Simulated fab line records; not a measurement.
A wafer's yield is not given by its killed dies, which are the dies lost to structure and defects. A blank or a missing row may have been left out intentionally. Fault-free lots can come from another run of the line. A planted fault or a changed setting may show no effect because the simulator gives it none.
Tool commonality check | flow berkeley_cmos170 | Sample size 15 lots and 45 wafers

== WHAT PROMPTED THE OPENING ==
3 of 15 lots carry a flag on the reading PFIELD_TW at UCB170_PFIELD_TW_MEAS_09. Wafers without a fault read 605, standard deviation 4.3.
Rule: a lot gets a flag if all its wafers with a number sit over 4 standard deviations from that mean, or if no wafer of it has a number. The other lots count as sound.

lot  | measured    | on            | PFIELD_TW, wafer by wafer | flag
L901 | day 5 12:11 | film_metro-04 | 608 608 608               |
L902 | day 5 12:29 | film_metro-03 | 603 604 604               |
L903 | day 6 02:50 | film_metro-04 | 608 612 613               |
L904 | day 6 03:14 | film_metro-03 | 603 606 604               |
L907 | day 6 11:40 | film_metro-01 | 601 606 600               |
L906 | day 6 13:06 | film_metro-04 | 612 611 612               |
L905 | day 6 13:08 | film_metro-01 | 604 603 605               |
L909 | day 6 20:48 | film_metro-04 | 610 607 610               |
L910 | day 7 09:52 | film_metro-01 | 598 600 599               |
L911 | day 7 10:53 | film_metro-01 | 600 597 600               |
L914 | day 7 19:19 | film_metro-04 | 611 613 614               |
L916 | day 8 12:43 | film_metro-04 | 608 608 609               |
L918 | day 9 01:19 | film_metro-01 | 571 570 570               | FLAGGED
L920 | day 9 12:40 | film_metro-04 | 575 577 578               | FLAGGED
L922 | day 9 13:15 | film_metro-04 | 577 577 577               | FLAGGED
On average the flagged lots' numbers are 575, which is -30 against the usual, or -7 standard deviations.

== WHICH TOOL EACH LOT WENT THROUGH ==
The record holds 1 process step before the reading, out of a route of 331 steps. In each cell: the tool, then ch and the chambers that the sampled wafers went through, then the start.
lot  | flag    | UCB170_PFIELD_IMPLANT_07
L901 |         | implanter-02 ch 0, day 5 11:57
L902 |         | implanter-04 ch 0, day 5 12:14
L903 |         | implanter-02 ch 0, day 6 02:35
L904 |         | implanter-01 ch 0, day 6 02:59
L907 |         | implanter-02 ch 0, day 6 11:26
L906 |         | implanter-01 ch 0, day 6 12:51
L905 |         | implanter-02 ch 0, day 6 12:53
L909 |         | implanter-02 ch 0, day 6 20:33
L910 |         | implanter-04 ch 0, day 7 09:37
L911 |         | implanter-04 ch 0, day 7 10:40
L914 |         | implanter-04 ch 0, day 7 19:04
L916 |         | implanter-02 ch 0, day 8 12:28
L918 | FLAGGED | implanter-04 ch 0, day 9 01:05
L920 | FLAGGED | implanter-04 ch 0, day 9 12:25
L922 | FLAGGED | implanter-04 ch 0, day 9 13:01
These steps, and what they do:
- UCB170_PFIELD_IMPLANT_07
- UCB170_PFIELD_TW_MEAS_09

== FLAGGED AGAINST TOTAL, ONE TOOL AT A TIME (gauges that did the reading follow at the end) ==
step                     | tool          | lots run | flagged | share of the flagged lots | sound lots run after its first flagged lot
UCB170_PFIELD_IMPLANT_07 | implanter-01  | 2        | 0       | none                      | -
UCB170_PFIELD_IMPLANT_07 | implanter-02  | 6        | 0       | none                      | -
UCB170_PFIELD_IMPLANT_07 | implanter-04  | 7        | 3       | all                       | 0
UCB170_PFIELD_TW_MEAS_09 | film_metro-01 | 5        | 1       | some                      | 0
UCB170_PFIELD_TW_MEAS_09 | film_metro-03 | 2        | 0       | none                      | -
UCB170_PFIELD_TW_MEAS_09 | film_metro-04 | 8        | 2       | some                      | 0

== WHAT IS ALLOWED BY THE TABLE ==
Rows of the table that ran each flagged lot: 1, that is implanter-04 at UCB170_PFIELD_IMPLANT_07.
- implanter-04 at UCB170_PFIELD_IMPLANT_07: 3 of its 7 lots flagged. Last sound lot L914 at day 7 19:04, first flagged lot L918 at day 9 01:05; a fault beginning in between fits. Its own readings lie more than 4 standard deviations out on every wafer of the flagged lots: beam_energy_keV.
Just one tool remains: implanter-04 at UCB170_PFIELD_IMPLANT_07.

== WHAT WAS PUT IN BY THE SIMULATOR ==
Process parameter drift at UCB170_PFIELD_IMPLANT_07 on implanter-04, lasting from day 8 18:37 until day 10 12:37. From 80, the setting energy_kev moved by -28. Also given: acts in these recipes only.
Shown lots that were struck: L918, L920, L922. The rule above found the same.
